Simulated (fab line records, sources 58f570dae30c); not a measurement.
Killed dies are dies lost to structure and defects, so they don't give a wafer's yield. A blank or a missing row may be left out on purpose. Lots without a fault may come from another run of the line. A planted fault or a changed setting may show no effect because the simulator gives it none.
fab line records | flow berkeley_cmos170
record lots=11 wafers=33 last_day=12
route steps=331 shown NLDD@162 CONTACT@217 V2@295 M3@324
lots that met no fault: from a run of the same line without faults
start_h: hours from the record's first day to the start of the lot's first wafer shown | wait_h: hours since the lot's step before | " the same as in the row above | L1.1+2: a row that stands for several wafers | - no value, or no start given | * or withheld: withheld | < > ~ a bound
route shown NAME@n: a module of which the file shows steps, and the number in the route of the first | usual: mean/standard deviation of fault-free wafers | same: alike in all rows | chamber/n: place in a boat | sites: the reading at each site | _std_site: their standard deviation | _edge_site: outer sites' mean less inner sites' | radius_mm: how far each site lies from the wafer's centre | mask NAME#n: copy n | behind: the tool/chamber that last shaped the wafer | hold: why the lot was held/for how many hours/how that ended | device: the transistor (n, p or np) that didn't switch | end of line: the same wafers' tests at the end of the route | a step without rows: its recipe alone | killed: dies lost to structure and defects at the first sort, not the wafer's yield | map: a wafer's dies, x killed, . not, _ none there
set.NAME: the setting as run; set.NAME@STEP: as run at that earlier step | model.NAME: the simulator's own value behind a step, which no gauge read
steps of the route over a sample of lots; a table a step, a row a wafer
services: from which hour (start_h, from the record's first day; less than 0 if before it) a tool's chamber was out of use, for how many hours, and why
## steps
# step UCB170_NLDD_PEB_04
# recipe peb_temp_c=130 peb_time_s=withheld resist=KrF
# usual heater_power_total_W=56.82/0.047 plate_sensor_t_centre_C=131.41/0.0099 plate_sensor_t_edge_C=131.53/0.01 resist_line_temp_C=23.00/0.1
# columns lot.wafer tool chamber start_h wait_h heater_power_total_W plate_sensor_t_centre_C plate_sensor_t_edge_C resist_line_temp_C
L389.2 litho_track-01 0 125.39 0.6 56.84 131.42 131.54 22.87
L389.3 " 0 " " 56.77 131.39 131.53 22.89
L389.6 " 0 " " 56.79 131.43 131.55 22.94
L391.3 litho_track-03 0 135.86 0.2 56.81 131.41 131.53 22.80
L391.5 " 0 " " 56.79 131.41 131.53 22.89
L391.6 " 0 " " 56.81 131.4 131.51 22.97
L390.1 litho_track-01 0 136.10 0.1 56.90 131.4 131.53 23.18
L390.5 " 0 " " 56.75 131.41 131.55 22.89
L390.6 " 0 " " 56.81 131.43 131.55 23.10
L393.1 litho_track-01 0 143.02 0.4 56.86 131.42 131.52 22.88
L393.4 " 0 " " 56.82 131.42 131.54 23.05
L393.5 " 0 " " 56.88 131.4 131.53 22.98
L392.3 litho_track-04 0 143.91 0.7 56.88 131.41 131.52 23.22
L392.5 " 0 " " 56.81 131.43 131.53 22.99
L392.6 " 0 " " 56.83 131.4 131.55 22.94
L394.1 litho_track-03 0 156.53 0.3 56.87 131.4 131.54 22.92
L394.3 " 0 " " 56.82 131.42 131.54 22.91
L394.4 " 0 " " 56.80 131.41 131.53 22.84
L395.1 litho_track-01 0 156.95 0.4 56.80 131.4 131.54 23.00
L395.3 " 0 " " 56.83 131.4 131.54 22.88
L395.5 " 0 " " 56.78 131.43 131.54 22.88
L398.1 litho_track-01 0 168.94 0.1 56.70 131.4 131.54 23.05
L398.4 " 0 " " 56.82 131.4 131.52 22.95
L398.6 " 0 " " 56.83 131.41 131.52 22.89
L400.3 litho_track-04 0 183.15 0.1 56.78 131.41 131.53 23.05
L400.5 " 0 " " 56.85 131.4 131.54 23.04
L400.6 " 0 " " 56.87 131.4 131.52 23.07
L409.2 litho_track-04 0 230.73 0.1 56.86 131.4 131.53 22.90
L409.4 " 0 " " 56.76 131.41 131.53 22.95
L409.6 " 0 " " 56.78 131.39 131.53 22.83
L412.3 litho_track-04 0 238.63 0.1 56.81 131.43 131.53 23.09
L412.5 " 0 " " 56.85 131.4 131.53 23.05
L412.6 " 0 " " 56.72 131.4 131.54 22.97
# step UCB170_CONTACT_CVD_01
# recipe material=PSG target_thk_nm=700 temp_c=450 precursor=SiH4/O2/PH3 time_s=2820 pressure_mtorr=300 sih4_flow_sccm=60 o2_flow_sccm=90 ph3_flow_sccm=25
# columns lot.wafer tool chamber start_h wait_h
L389.2+3+6 lpcvd-02 1 138.31 0.0
L391.3+5+6 lpcvd-01 0 147.12 0.0
L390.1+5+6 lpcvd-01 0 148.90 1.4
L393.1+4+5 lpcvd-02 0 156.70 0.0
L392.3+5+6 lpcvd-01 1 157.10 0.0
L394.1+3+4 lpcvd-01 0 170.88 0.0
L395.1+3+5 lpcvd-01 0 172.66 1.6
L398.1+4+6 lpcvd-01 1 180.44 0.0
L400.3+5+6 lpcvd-02 0 199.09 1.6
L409.2+4+6 lpcvd-01 1 241.31 0.0
L412.3+5+6 lpcvd-01 0 257.89 0.1
# step UCB170_CONTACT_THK_MEAS_02
# recipe reads=PSG_of_CONTACT_CVD_01
# usual CONTACT_PSG_THK=700/7.9
# columns lot.wafer tool chamber start_h wait_h CONTACT_PSG_THK[nm]
L389.2 film_metro-03 - 140.11 0.0 705
L389.3 " - " " 705
L389.6 " - " " 706
L391.3 film_metro-03 - 148.92 0.0 703
L391.5 " - " " 703
L391.6 " - " " 704
L390.1 film_metro-03 - 150.68 0.0 702
L390.5 " - " " 702
L390.6 " - " " 704
L393.1 film_metro-04 - 158.49 0.0 718
L393.4 " - " " 717
L393.5 " - " " 713
L392.3 film_metro-02 - 158.91 0.0 688
L392.5 " - " " 695
L392.6 " - " " 688
L394.1 film_metro-02 - 172.66 0.0 703
L394.3 " - " " 705
L394.4 " - " " 705
L395.1 film_metro-02 - 174.44 0.0 695
L395.3 " - " " 693
L395.5 " - " " 695
L398.1 film_metro-03 - 183.11 0.0 713
L398.4 " - " " 717
L398.6 " - " " 711
L400.3 film_metro-02 - 200.89 0.0 957
L400.5 " - " " 953
L400.6 " - " " 954
L409.2 film_metro-03 - 243.10 0.0 694
L409.4 " - " " 699
L409.6 " - " " 694
L412.3 film_metro-03 - 259.69 0.0 692
L412.5 " - " " 694
L412.6 " - " " 700
# step UCB170_CONTACT_ETCH_18
# recipe chemistry=CHF3/CF4/Ar target=PSG stop_on=TiSi2 CHF3_flow_sccm=45 cf4_flow_sccm=15 Ar_flow_sccm=150 pressure_mtorr=200 rf_w=700 target_depth_a=8400 over_etch_frac=0.2 time_s=195
# usual drypump_motor_current_A=5.7/0.48 oes_product_au=0.895/0.014 throttle_valve_pct=6.86/0.1
# columns lot.wafer tool chamber start_h wait_h drypump_motor_current_A oes_product_au rf_hours_counter_h throttle_valve_pct
L389.2 rie_diel-03 1 - - 6.4 0.894 50 6.72
L389.3 " 3 " " 6.3 0.893 9 6.80
L389.6 " 3 " " 6.3 0.895 - 6.82
L391.3 rie_diel-02 3 - - 5.6 0.885 4 6.98
L391.5 " 2 " " 5.9 0.873 - 6.87
L391.6 " 1 " " 5.3 0.915 - 6.88
L390.1 rie_diel-03 3 - - 6.3 0.889 10 6.79
L390.5 " 1 " " 6.4 0.892 - 6.72
L390.6 " 0 " " 5.0 0.902 - 6.84
L393.1 rie_diel-03 3 - - 6.4 0.907 10 6.79
L393.4 " 0 " " 5.0 0.901 - 6.84
L393.5 " 2 " " 6.0 0.903 - 6.82
L392.3 rie_diel-01 0 - - 5.8 0.890 67 6.95
L392.5 " 2 " " 4.9 0.887 - 6.98
L392.6 " 1 " " 5.2 0.889 - 6.94
L394.1 rie_diel-02 3 - - 5.5 0.885 5 6.95
L394.3 " 0 " " 5.8 0.921 - 7.00
L394.4 " 3 " " 5.5 0.889 - 6.98
L395.1 rie_diel-01 3 - - 5.7 0.913 77 6.68
L395.3 " 2 " " 4.9 0.886 7 6.95
L395.5 " 2 " " 4.9 0.900 - 6.96
L398.1 rie_diel-01 2 - - 4.9 0.895 7 6.96
L398.4 " 3 " " 5.7 0.927 77 6.68
L398.6 " 0 " " 5.9 0.906 - 6.95
L400.3 rie_diel-03 1 - - 6.4 0.991 53 6.70
L400.5 " 1 " " 6.4 0.990 - 6.70
L400.6 " 2 " " 6.0 0.997 - 6.81
L409.2 rie_diel-02 1 - - 5.3 0.905 4 6.88
L409.4 " 0 " " 5.8 0.920 6 6.99
L409.6 " 2 " " 5.9 0.863 - 6.86
L412.3 rie_diel-02 2 - - 5.9 0.864 25 6.87
L412.5 " 2 " " 5.9 0.873 - 6.87
L412.6 " 3 " " 5.6 0.880 - 6.95
# step UCB170_V2_BOW_MEAS_03
# recipe mode=bow
# usual V2_BOW=36/7.5
# columns lot.wafer tool chamber start_h wait_h V2_BOW[um]
L389.2 film_metro-03 - 155.28 0.3 42
L389.3 " - " " 40
L389.6 " - " " 28
L391.3 film_metro-04 - 166.35 0.2 18
L391.5 " - " " 26
L391.6 " - " " 29
L390.1 film_metro-03 - 166.68 0.2 44
L390.5 " - " " 40
L390.6 " - " " 27
L392.3 film_metro-04 - 174.86 0.3 43
L392.5 " - " " 38
L392.6 " - " " 42
L393.1 film_metro-02 - 174.97 0.2 33
L393.4 " - " " 37
L393.5 " - " " 35
L394.1 film_metro-02 - 185.82 0.1 34
L394.3 " - " " 30
L394.4 " - " " 35
L395.1 film_metro-03 - 188.60 0.2 41
L395.3 " - " " 45
L395.5 " - " " 38
L398.1 film_metro-04 - 199.81 0.1 39
L398.4 " - " " 29
L398.6 " - " " 36
L409.2 film_metro-04 - 259.91 0.3 36
L409.4 " - " " 24
L409.6 " - " " 37
L412.3 film_metro-03 - 275.09 0.1 52
L412.5 " - " " 37
L412.6 " - " " 28
# step UCB170_M3_CD_MEAS_15
# recipe target_cd_nm=700
# usual cd_nm=699.6/1.5
# columns lot.wafer tool chamber start_h wait_h cd_nm
L389.2 cd_sem-02 - 159.42 - 700.8
L389.3 " - " " 700.5
L389.6 " - " " 698.9
L391.3 cd_sem-01 - 170.71 - 701.7
L391.5 " - " " 702.3
L391.6 " - " " 701.1
L390.1 cd_sem-02 - 170.94 - 700.2
L390.5 " - " " 701.1
L390.6 " - " " 700.2
L393.1 cd_sem-01 - 180.09 - 696.3
L393.4 " - " " 698.1
L393.5 " - " " 699.2
L392.3 cd_sem-02 - 180.42 - 700.7
L392.5 " - " " 701.4
L392.6 " - " " 700.1
L394.1 cd_sem-01 - 189.70 - 701.0
L394.3 " - " " 701.1
L394.4 " - " " 701.0
L395.1 cd_sem-02 - 193.18 - 699.9
L395.3 " - " " 698.0
L395.5 " - " " 699.6
L398.1 cd_sem-01 - 205.02 - 698.6
L398.4 " - " " 699.1
L398.6 " - " " 699.0
L409.2 cd_sem-01 - 264.19 - 699.2
L409.4 " - " " 700.0
L409.6 " - " " 700.2
L412.3 cd_sem-02 - 279.11 - 699.1
L412.5 " - " " 701.0
L412.6 " - " " 701.8
## services
# columns tool chamber start_h hours kind
rie_diel-02 0 119.84 - clean
rie_diel-02 0 119.84 23.5 scheduled_down
rie_diel-02 0 119.84 23.5 vent_cycle
rie_diel-03 1 159.17 7.0 repair
rie_diel-02 1 161.49 - clean
rie_diel-02 1 161.49 16.6 scheduled_down
rie_diel-02 1 161.49 16.6 vent_cycle
rie_diel-02 3 161.93 1.9 repair
rie_diel-02 2 165.38 11.7 repair
rie_diel-03 - 173.02 0.1 repair
rie_diel-03 3 189.20 5.1 repair
lpcvd-02 - 214.07 0.8 repair
rie_diel-01 - 221.75 0.7 repair
rie_diel-02 - 232.99 1.0 repair
## key
first_sign step=UCB170_CONTACT_THK_MEAS_02 reading=CONTACT_PSG_THK direction=up sigmas=32 usual=700 struck=954
effect step=UCB170_CONTACT_ETCH_18 reading=oes_product_au direction=up sigmas=6.9 usual=0.895 struck=0.992
met_at UCB170_CONTACT_CVD_01
struck_lots L400
struck_wafers L400.3,L400.5,L400.6
later_rows_left_out L400.3,L400.5,L400.6
sort_left_out L400.3,L400.5,L400.6
tester_left_out L400
not_acting_at UCB170_NLDD_PEB_04,UCB170_V2_BOW_MEAS_03,UCB170_M3_CD_MEAS_15
onset_between 156.70 199.09
fault kind=process_parameter_drift tool=lpcvd-02 chamber=0 onset_h=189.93 steps=UCB170_CONTACT_CVD_01 channel=target_thk_nm offset=266.22 shape=step end_h=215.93 acts_in=these_recipes_only stated=700
# tester_left_out: of these lots the tester's yield and bins aren't shown, on N5 and GAA mostly nor the transistor test; their killed dies are dies lost to structure and defects alone, not to doping, threshold or leakage, so they don't give the yield
# sort_left_out: the simulated sort isn't trusted on such a fault, so these wafers' sort isn't shown, and their yield isn't known
# later_rows_left_out: the simulator's readings of these wafers behind a module that went badly wrong aren't trusted and aren't shown, but for the sort
